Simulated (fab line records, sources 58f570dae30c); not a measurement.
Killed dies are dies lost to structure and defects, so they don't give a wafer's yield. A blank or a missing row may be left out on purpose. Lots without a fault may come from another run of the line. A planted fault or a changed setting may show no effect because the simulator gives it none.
Split-lot experiment | flow berkeley_cmos170 | 5 lots, 23 wafers read, on a route of 331 steps

THE SPLIT
At UCB170_PFIELD_IMPLANT_07, the setting energy_kev was moved away from the recipe's 80 on 6 of the 23 wafers read, by -3.6% to +4.8%. The other wafers ran this setting at the recipe's value.

The reading is taken at the split's own step.

THE READING
implant.drp_nm (the simulator's own value, which no gauge read), in nm, at UCB170_PFIELD_IMPLANT_07. The file gives no usual value for it.

wafer  | tool, chamber at the split | energy_kev as run | against the recipe | implant.drp_nm, nm | against lot-mates on the recipe
L076.2 | implanter-02, 0            | 83.84             | +4.8%              | 76.51              | +1.65
L076.3 | implanter-02, 0            | 83.84             | +4.8%              | 76.51              | +1.65
L076.4 | implanter-02, 0            | 80                | recipe             | 74.86              | -
L076.5 | implanter-02, 0            | 80                | recipe             | 74.86              | -
L076.6 | implanter-02, 0            | 80                | recipe             | 74.86              | -
L078.1 | implanter-04, 0            | 83.77             | +4.7%              | 76.48              | +1.62
L078.5 | implanter-04, 0            | 83.77             | +4.7%              | 76.48              | +1.62
L078.2 | implanter-04, 0            | 80                | recipe             | 74.86              | -
L078.3 | implanter-04, 0            | 80                | recipe             | 74.86              | -
L078.4 | implanter-04, 0            | 80                | recipe             | 74.86              | -
L080.1 | implanter-01, 0            | 80                | recipe             | 74.86              | -
L080.2 | implanter-01, 0            | 80                | recipe             | 74.86              | -
L080.3 | implanter-01, 0            | 80                | recipe             | 74.86              | -
L080.4 | implanter-01, 0            | 80                | recipe             | 74.86              | -
L080.6 | implanter-01, 0            | 80                | recipe             | 74.86              | -
L081.2 | implanter-04, 0            | 80                | recipe             | 74.86              | -
L081.3 | implanter-04, 0            | 80                | recipe             | 74.86              | -
L081.4 | implanter-04, 0            | 80                | recipe             | 74.86              | -
L085.2 | implanter-02, 0            | 77.1              | -3.6%              | 73.53              | -1.33
L085.5 | implanter-02, 0            | 77.1              | -3.6%              | 73.53              | -1.33
L085.3 | implanter-02, 0            | 80                | recipe             | 74.86              | -
L085.4 | implanter-02, 0            | 80                | recipe             | 74.86              | -
L085.6 | implanter-02, 0            | 80                | recipe             | 74.86              | -

THE FIT
A straight line over all 23 wafers: implant.drp_nm changes by +0.35 nm for each +1% of energy_kev; r = +1.00; the points scatter about the line by 0.02 nm.
The same after taking each lot's own level away (the mean of its wafers on the recipe; 23 wafers): +0.35 nm for each +1%; r = +1.00; scatter 0.02 nm.
On that fit, the largest move of energy_kev shifts the reading by 1.7 nm.
The lots' own levels span 74.860 to 74.860 nm.
So the lot-to-lot level changes the slope little: the two slopes agree.
Check: with one of the wafers moved furthest among these (+4.8%) left out of the fit, the line predicts +1.67 nm for it against its lot-mates. It came out at +1.65 nm against them.

OTHER SPLITS ON THESE WAFERS
These wafers also went through other splits before the reading. Each is held against what the fit with the lots' levels taken away leaves over:
other split on the same wafers         | wafers away from the commonest value | r with implant.drp_nm (lot level and that fit taken away)
UCB170_START_OXIDATION_02 temp_c       | 18                                   | +0.08
UCB170_NWELL_CVD_04 time_s             | 10                                   | +0.14
UCB170_NWELL_IMPLANT_14 energy_kev     | 7                                    | +0.02
UCB170_PWELL_IMPLANT_15 energy_kev     | 8                                    | -0.30
UCB170_ACTIVE_CVD_05 sih2cl2_flow_sccm | 18                                   | -0.03
UCB170_ACTIVE_COAT_08 resist_thk_nm    | 5                                    | +0.08

THE WHOLE CHAIN: every reading that the file lists as answering this split, in the file's order
step                     | what it does | reading                                                         | change (the file's fit)              | r (the file's)
UCB170_PFIELD_IMPLANT_07 |              | implant.rp_nm (the simulator's own value, which no gauge read)  | +2.21 nm for each +1% of the setting | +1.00
UCB170_PFIELD_IMPLANT_07 |              | implant.drp_nm (the simulator's own value, which no gauge read) | +0.35 nm for each +1% of the setting | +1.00

THE FILE'S OWN FIT
implant.drp_nm changes by +0.35 nm for each +1% of energy_kev, r = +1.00.
